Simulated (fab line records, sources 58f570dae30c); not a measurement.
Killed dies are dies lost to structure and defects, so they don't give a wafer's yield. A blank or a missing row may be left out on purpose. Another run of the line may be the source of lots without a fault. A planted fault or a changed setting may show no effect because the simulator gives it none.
A struck lot beside a sound one :: flow berkeley cmos170 :: 31 steps out of a route of 331
Sound: these wafers, L853.1, L853.2, L853.4. Struck: wafer L873.1 (left out: L873.3, L873.6 of the same lot, which were not struck); the cause appears at the end.
Order at every step that has rows: each side's tool, ch and its chambers, its first start. Under that, the readings that differ: sound wafers :: struck wafers :: difference of the means :: sigmas: that difference in standard deviations of wafers without a fault.
alike: words and numbers the same on both sides, and readings whose means are apart by under 2 such deviations; not compared: readings that were withheld, readings missing a value for some wafer, numbers with overlapping values and no deviation given by the record, and bounds like >300 which may hide the same value.
The two part at a step that has a row with sigmas, a row that says differs or no value, or rows on one side only. Numbers that have no deviation but don't overlap get no sigmas and don't part them. Lack of a reading on every wafer of one side parts them only where that side has two or more wafers.

first, 6 steps without rows for these wafers: UCB170_V1_HMDS_06 (prime time 60 s); UCB170_V1_COAT_07 (resist thk 900 nm); UCB170_V1_SOFTBAKE_08 (time 60 s); UCB170_V1_EXPOSE_09 (exposes mask VIA1, target cd 700 nm); UCB170_V1_PEB_10; UCB170_V1_DEVELOP_11 (develop time 45 s).
UCB170_V1_CD_MEAS_12 targets a cd of 700 nm.
  struck on cd sem-01, day 12 00:25; sound on cd sem-01, day 8 02:56
  alike: cd nm
UCB170_V1_OVL_MEAS_13:
  struck on overlay-02, day 12 00:32; sound on overlay-02, day 8 03:04
  alike: V1_OVL
UCB170_V1_ETCH_14: etches SiO2 in CHF3/CF4/Ar, stops on Al, target depth 1250 nm, time 291 s.
  sound on rie diel-03 ch 0,1,3, day 8 03:06; struck on rie diel-02 ch 3, day 12 00:34
reading: rf hours counter h (h)
sound: 75 37 80
struck: 3
difference: -61
sigmas: 
  alike: drypump motor current A, oes product au, throttle valve pct
UCB170_V1_STRIP_15: strips in O2.
  sound on plasma asher-01 ch 0,1, day 8 03:17; struck on plasma asher-01 ch 0, day 12 00:44
reading: oes product au (a.u.)
sound: 0.731 0.720 0.728
struck: 0.717
difference: -0.009
sigmas: -2
  alike: drypump motor current A, strip time to endpoint s
  not compared: rf hours counter h
UCB170_V1_CD_MEAS_90 targets a cd of 700 nm.
  struck on cd sem-02, day 12 00:50; sound on cd sem-01, day 8 03:23
  alike: cd nm
then, 1 step without rows for these wafers: UCB170_M2_PRE_CLEAN_00 (preclean etch time 60 s).
UCB170_M2_SPUTTER_01: material Al, target thk 900 nm, time 120 s.
  struck on pvd sputter-02, day 12 01:02; sound on pvd sputter-02, day 8 03:34
reading: model.Al_of_M2_SPUTTER_01.thk nm (nm)
sound: 896.2 899.7 899.7
struck: 1166
difference: +267
sigmas: 
  alike: throttle valve pct
UCB170_M2_RS_MEAS_02: uses a four-point probe to measure.
  struck on film metro-03, day 12 01:07; sound on film metro-04, day 8 03:39
reading: M2_AL_RS (ohm/sq)
sound: 0.0323 0.0321 0.0322
struck: 0.0248
difference: -0.0074
sigmas: -24
UCB170_M2_THK_MEAS_03: measures by xrf.
  struck on film metro-03, day 12 01:14; sound on film metro-04, day 8 03:46
reading: M2_AL_THK (nm)
sound: 895 899 906
struck: 1161
difference: +261
sigmas: +29
then, 3 steps without rows for these wafers: UCB170_M2_HMDS_04 (prime time 60 s); UCB170_M2_COAT_05 (resist thk 900 nm); UCB170_M2_SOFTBAKE_06 (time 60 s).
UCB170_M2_STRIP_07: strips in O2.
  sound on plasma asher-01 ch 0,1, day 8 04:28; struck on plasma asher-04 ch 1, day 12 02:08
reading: drypump motor current A (A)
sound: 6.6 5.8 6.6
struck: 4.9
difference: -1.4
sigmas: -3
  alike: oes product au, strip time to endpoint s
  not compared: rf hours counter h
then, 7 steps without rows for these wafers: UCB170_M2_STRIP_08 (strips KrF in DMSO, time 600 s); UCB170_M2_COAT_09; UCB170_M2_COAT_10 (resist thk 900 nm); UCB170_M2_SOFTBAKE_11 (time 60 s); UCB170_M2_EXPOSE_12 (exposes mask METAL2, target cd 700 nm); UCB170_M2_PEB_13; UCB170_M2_DEVELOP_14 (develop time 46.07 s).
UCB170_M2_CD_MEAS_15 targets a cd of 700 nm.
  struck on cd sem-01, day 12 04:23; sound on cd sem-02, day 8 05:49
  alike: cd nm
UCB170_M2_OVL_MEAS_16:
  struck on overlay-01, day 12 04:30; sound on overlay-02, day 8 05:56
  alike: M2_OVL
UCB170_M2_ETCH_17: etches BARC in N2/H2.
  sound on rie diel-02 ch 0,1,2, day 8 05:59; struck on rie diel-03 ch 1, day 12 04:32
  alike: drypump motor current A, h2 flow sccm, oes product au, throttle valve pct
UCB170_M2_METAL_ETCH_18: etches Al in Cl2/BCl3, stops on SiO2, target depth 1170 nm, time 195 s.
  sound on rie metal-01 ch 0,1, day 8 06:01; struck on rie metal-02 ch 1, day 12 04:35
reading: oes product au (a.u.)
sound: 0.853 0.855 0.867
struck: 0.984
difference: +0.126
sigmas: +10
  alike: drypump motor current A, throttle valve pct
  not compared: rf hours counter h
UCB170_M2_STRIP_19: strips in O2.
  sound on plasma asher-01 ch 0,1, day 8 06:13; struck on plasma asher-04 ch 0, day 12 04:46
reading: oes product au (a.u.)
sound: 0.542 0.543 0.541
struck: 0.572
difference: +0.030
sigmas: +2
  alike: drypump motor current A
  not compared: rf hours counter h

WHERE THEY PART
Earliest at UCB170_V1_STRIP_15; latest, in this record, at UCB170_M2_STRIP_19.

WHY: what the simulator had put in
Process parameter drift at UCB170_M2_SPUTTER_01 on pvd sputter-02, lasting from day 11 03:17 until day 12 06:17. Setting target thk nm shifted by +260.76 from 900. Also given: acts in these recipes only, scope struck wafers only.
